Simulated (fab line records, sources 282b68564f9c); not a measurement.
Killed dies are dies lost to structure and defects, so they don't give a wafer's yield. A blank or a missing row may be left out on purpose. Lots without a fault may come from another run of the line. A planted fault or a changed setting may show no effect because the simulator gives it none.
Problem report in the 8D (eight disciplines) form, filled by code | flow rit_cmos | the parts of the form that need people (team, actions taken, sign-off) are left out

1. THE PROBLEM
run_length_s at RIT_GATE_ETCH_19 reads a mean of 239.2 s on 2 wafers of 2 lots; wafers without a fault read 193.3 s with a standard deviation of 0.36. That is +99 or more standard deviations from the usual mean.
The step: etches poly-Si in SF6/CHF3/O2, stops on SiO2, time 165 s, target depth 312.5 nm.
First seen on wafer L911.4, day 5 05:55, on rie_si-01. The record holds 18 wafers of 6 lots with a number at this step. Rule for "out", or "out of limits": more than 4 standard deviations from the usual mean. The other wafers with a number count as sound.

2. WHAT IT IS AND WHAT IT IS NOT
question                    | is                           | is not
which readings at this step | run_length_s, oes_product_au | drypump_motor_current_A
which lots                  | L911, L913                   | L901, L902, L918, L920
which wafers of those lots  | L911.4, L913.2               | L911.3, L911.5, L913.4, L913.5
read on which tools         | rie_si-01                    | rie_si-02
when                        | from day 5 05:55             | up to then (8 sound wafers); but 8 sound wafers of L913, L918, L920 came after

3. SUSPECTS, AND WHAT RULES EACH OUT
Counting: a tool at a process step up to the reading stays a suspect if it ran every lot that is out. Sound lots after the first of them don't rule it out here, since some wafers of a struck lot are sound.
- rie_si-01 at RIT_GATE_ETCH_19 (etches poly-Si in SF6/CHF3/O2, stops on SiO2, time 165 s, target depth 312.5 nm): kept. It ran every lot that is out, first L911 (day 5 05:55); its last sound lot up to then is L901 (day 3 04:04). Its own readings are out on those wafers: oes_product_au, run_length_s.
- Within rie_si-01 at RIT_GATE_ETCH_19: the wafers that are out ran in chamber 0; their sound lot-mates ran in chambers 1, 3.
Left after counting: rie_si-01 at RIT_GATE_ETCH_19.

4. THE CAUSE (what the simulator had put in)
Process parameter drift: rie_si-01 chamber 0, from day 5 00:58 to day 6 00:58, at RIT_GATE_ETCH_19. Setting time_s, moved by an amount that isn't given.
Counting left only this tool.

5. THE CHAIN OF EFFECTS, in route order
Each row: a reading whose mean over the struck wafers that have a number lies more than 3 standard deviations from the usual. Only readings for which the record gives a usual standard deviation are gone through. hours: the time from each lot's start at the first step in this table that gives one to its start at this step, as a median over the lots. sigmas: the change in usual standard deviations.
hours | step             | reading        | usual      | on struck wafers | change | sigmas
0     | RIT_GATE_ETCH_19 | oes_product_au | 0.852 a.u. | 0.738            | -0.114 | -8.1
0     | RIT_GATE_ETCH_19 | run_length_s   | 193.3 s    | 239.2            | +45.9  | +99 or more
The process steps in it:
- RIT_GATE_ETCH_19: etches poly-Si in SF6/CHF3/O2, stops on SiO2, time 165 s, target depth 312.5 nm.

6. WHAT WOULD HAVE CAUGHT IT SOONER
In this record the first reading out of limits was taken at day 5 05:55, 5 hours after the fault began at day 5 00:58.
